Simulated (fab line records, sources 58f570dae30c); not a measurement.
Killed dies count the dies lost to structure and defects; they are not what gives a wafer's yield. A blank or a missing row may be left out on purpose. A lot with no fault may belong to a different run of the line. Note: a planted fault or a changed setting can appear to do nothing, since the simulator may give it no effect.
Which of the tools did it?	flow berkeley cmos170	Sampling: 13 lots, 39 wafers, 5 of 331 route steps

## WHAT THE GAUGES READ, wafer by wafer
UCB170_WELLDRIVE_THK_MEAS_02. Usual: WELLDRIVE_OXIDE_THK 198 nm, standard deviation 3.3.
lot	measured	on	WELLDRIVE_OXIDE_THK (nm)	flag
L690	day 3 09:01	film metro-01	201 201 199	
L691	day 3 16:40	film metro-02	201 200 203	
L692	day 3 21:31	film metro-02	196 197 200	
L693	day 4 10:50	film metro-03	197 199 200	
L694	day 4 10:53	film metro-03	199 200 196	
L695	day 4 10:56	film metro-03	196 196 198	
L696	day 4 16:02	film metro-01	196 199 196	
L697	day 4 21:22	film metro-03	197 198 194	
L702	day 5 16:23	film metro-03	196 198 197	
L708	day 7 02:08	film metro-03	196 197 196	
L709	day 7 10:22	film metro-02	202 201 203	
L711	day 7 19:49	film metro-03	197 197 199	
L713	day 8 09:25	film metro-01	199 198 200	

UCB170_V2_THK_MEAS_01. Usual: V2_TEOS_THK 2016 nm, standard deviation 28.
lot	measured	on	V2_TEOS_THK (nm)	flag
L690	day 7 09:10	film metro-01	1992 2031 2029	
L691	day 7 21:45	film metro-03	2027 2048 2049	
L692	day 7 22:39	film metro-03	1980 1997 2009	
L693	day 8 01:49	film metro-02	2004 2049 2044	
L694	day 8 08:50	film metro-03	1999 2040 2029	
L695	day 8 09:05	film metro-01	1996 1992 1979	
L696	day 8 18:42	film metro-02	2027 2078 2056	
L697	day 9 02:01	film metro-01	1986 1982 2035	
L702	day 9 17:42	film metro-02	2015 2223 2045	
L708	day 10 23:04	film metro-02	2043 2005 2059	
L709	day 10 22:31	film metro-03	1985 1965 1951	
L711	day 11 22:08	film metro-03	1949 1953 1978	
L713	day 12 11:28	film metro-02	2014 1992 2015	

UCB170_M3_OVL_MEAS_16. Usual: M3_OVL -2 nm, standard deviation 4.9.
lot	measured	on	M3_OVL (nm)	flag
L690	day 7 14:07	overlay-01	-8 -1 -2	
L691	day 8 02:04	overlay-02	-3 -9 -4	
L692	day 8 03:28	overlay-01	-7 0 -7	
L693	day 8 07:07	overlay-01	0 1 -7	
L694	day 8 14:52	overlay-02	-4 -4 -5	
L695	day 8 18:38	overlay-01	-3 3 -3	
L696	day 8 23:01	overlay-01	-7 -5 -10	
L697	day 9 07:23	overlay-02	-6 -1 -6	
L702	day 9 22:46	overlay-02	-9 2 -8	
L708	day 11 06:05	overlay-01	3 -2 -4	
L709	day 11 05:52	overlay-01	-6 -4 7	
L711	day 12 03:56	overlay-01	5 3 6	
L713	day 12 18:12	overlay-01	-9 -3 -2	

## EACH LOT AND THE TOOL THAT RAN IT (in order: tool; ch and the chambers of the sampled wafers; start)
lot	UCB170_ZERO_ETCH_06	UCB170_V2_CVD_00
L690	rie diel-01 ch 2,3, day 1 19:31	pecvd-02 ch 0,2, day 7 08:59
L691	rie diel-01 ch 2,3, day 2 00:25	pecvd-03 ch 0,1,2, day 7 21:36
L692	rie diel-04 ch 0,1,2, day 2 05:53	pecvd-01 ch 0,1, day 7 22:30
L693	rie diel-04 ch 0,2,3, day 2 12:19	pecvd-02 ch 0,1,2, day 8 01:38
L694	rie diel-02 ch 0,1, day 2 13:19	pecvd-03 ch 0,2, day 8 08:40
L695	rie diel-02 ch 1,3, day 2 17:26	pecvd-01 ch 0,1,2, day 8 08:56
L696	rie diel-01 ch 0,1,3, day 2 23:36	pecvd-03 ch 1,2, day 8 18:32
L697	rie diel-04 ch 0,1,3, day 3 08:45	pecvd-02 ch 0,2, day 9 01:47
L702	rie diel-01 ch 0,3, day 4 03:43	pecvd-02 ch 0,1,2, day 9 17:32
L708	rie diel-01 ch 1,3, day 5 10:31	pecvd-03 ch 0,1, day 10 22:55
L709	rie diel-02 ch 0,1,2, day 5 14:19	pecvd-01 ch 0,1,2, day 10 22:22
L711	rie diel-04 ch 0,1,2, day 6 04:53	pecvd-01 ch 1,2, day 11 21:57
L713	rie diel-01 ch 0,1,2, day 6 14:58	pecvd-03 ch 0,2, day 12 11:19
- UCB170_ZERO_ETCH_06: etches SiO2 in CHF3/CF4/Ar, time 12 s.
- UCB170_V2_CVD_00: deposits SiO2 from TEOS/O2, target thk 2000 nm, time 250 s.

## AS READ BY THE TOOLS THEMSELVES (means over the sampled wafers that have a number; for cases with no such wafer, the mark the record gives instead)
UCB170_ZERO_ETCH_06. Usual: CHF3_flow_sccm 49.97 sccm, standard deviation 0.13; drypump motor current A 5.8 A, standard deviation 0.34; oes product au 0.618 a.u., standard deviation 0.0089; throttle valve pct 9.28 %, standard deviation 0.13.
lot	tool	CHF3_flow_sccm (sccm)	drypump motor current A (A)	oes product au (a.u.)	throttle valve pct (%)	flag
L690	rie diel-01	49.98	5.8	0.610	9.39	
L691	rie diel-01	49.84	5.9	0.612	9.43	
L692	rie diel-04	49.72	5.7	0.626	9.20	
L693	rie diel-04	50.07	6.0	0.615	9.20	
L694	rie diel-02	49.96	5.9	0.622	9.34	
L695	rie diel-02	49.72	5.9	0.610	9.32	
L696	rie diel-01	50.05	5.8	0.623	9.31	
L697	rie diel-04	49.95	6.1	0.623	9.20	
L702	rie diel-01	50.08	5.7	0.616	9.23	
L708	rie diel-01	49.98	6.0	0.608	9.42	
L709	rie diel-02	50.05	5.8	0.620	9.35	
L711	rie diel-04	50.07	5.7	0.623	9.20	
L713	rie diel-01	49.93	5.7	0.622	9.28	

UCB170_V2_CVD_00. Usual: heater power w 254 W, standard deviation 53; rf fwd power W 548.7 W, standard deviation 1.8.
lot	tool	heater power w (W)	rf fwd power W (W)	flag
L690	pecvd-02	213	548.0	
L691	pecvd-03	289	550.2	
L692	pecvd-01	299	547.1	
L693	pecvd-02	217	548.6	
L694	pecvd-03	289	548.1	
L695	pecvd-01	300	549.6	
L696	pecvd-03	223	549.4	
L697	pecvd-02	243	549.5	
L702	pecvd-02	233	623.5	OFF
L708	pecvd-03	230	547.7	
L709	pecvd-01	299	551.1	
L711	pecvd-01	271	548.2	
L713	pecvd-03	267	547.7	

## THE ANSWER, worked out from the rows above alone
Rule: take the mean of a lot's wafers that have a number; if it is more than 3 standard deviations from the usual mean, the lot is off. A lot without any number at a reading at which 4 lots or more have one is off too. Any other lot the step has rows for is counted as sound. The gauges are gone through in route order, then the tools' own readings, and for those a lot's mean is taken as printed above. At the first step where some lot is off, the reading lying furthest off is the one used; lots without a number count as furthest.
Off at UCB170_V2_CVD_00 (rf fwd power W): L702.
If a tool, at that step or one of the process steps before it, ran each lot that is off and ran no sound lot following the first of them, it fits. One fits: pecvd-02 at UCB170_V2_CVD_00. A fault onset in the window from L697 (day 9 01:47, its last sound lot) to L702 (day 9 17:32, its first lot off) fits.
The tool's own readings at UCB170_V2_CVD_00 bear it out: on the lots that are off they differ by more than 5 times the standard deviation of the sound lots' means. rf fwd power W reads 623.5 W there against 548.8 W on the sound lots.

## WHAT THE SIMULATOR HAD PUT IN
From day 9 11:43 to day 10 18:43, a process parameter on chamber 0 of pecvd-02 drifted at UCB170_V2_CVD_00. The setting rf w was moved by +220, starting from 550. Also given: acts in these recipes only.
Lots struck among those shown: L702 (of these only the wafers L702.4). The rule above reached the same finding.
